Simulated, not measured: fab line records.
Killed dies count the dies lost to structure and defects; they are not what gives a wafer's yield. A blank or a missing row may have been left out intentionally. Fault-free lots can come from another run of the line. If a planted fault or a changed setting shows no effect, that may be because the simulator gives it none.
Which tool is to blame? / flow berkeleyCmos170 / at 1 step of a route of 331, 7 lots with 21 wafers sampled

## WHAT EACH GAUGE READ, for each wafer
UCB170_START_BOW_MEAS_00.
lot=L880; measured=day 1 15:01; on=filmMetro-02; INCOMING_BOW (um)=-2 -13 -2
lot=L882; measured=day 2 01:02; on=filmMetro-01; INCOMING_BOW (um)=-3 -2 -5
lot=L884; measured=day 2 11:02; on=filmMetro-02; INCOMING_BOW (um)=8 -5 11
lot=L886; measured=day 2 21:01; on=filmMetro-01; INCOMING_BOW (um)=6 3 -6
lot=L889; measured=day 3 12:01; on=filmMetro-01; INCOMING_BOW (um)=-5 7 5
lot=L895; measured=day 4 18:00; on=filmMetro-01; INCOMING_BOW (um)=0 8 7
lot=L898; measured=day 5 09:00; on=filmMetro-03; INCOMING_BOW (um)=0 0 7

## TOOL THAT RAN EACH LOT (tool first, then ch and the chambers of the sampled wafers, then the start)
There is no process step in the record ahead of these readings.

## THE ANSWER, worked out from the rows above alone
Rule: what is usual is taken from the lots themselves. The widest of any qualifying gaps counts: lots, ordered by their means at a reading, are off when they make up no more than a third of the lots, leave a main group of 4 or more, and stand apart from it by 3 or more times the standard deviation of that group's means. The tables above print the reading to a certain number of digits; a main group whose means all agree to those digits is not used. A lot without any number at a reading at which 4 lots or more have one is off too. Any other lot the step has rows for is counted as sound.
No lot is off on any of the readings shown, so nothing can be concluded from this.

## WHAT THE SIMULATOR HAD INSERTED
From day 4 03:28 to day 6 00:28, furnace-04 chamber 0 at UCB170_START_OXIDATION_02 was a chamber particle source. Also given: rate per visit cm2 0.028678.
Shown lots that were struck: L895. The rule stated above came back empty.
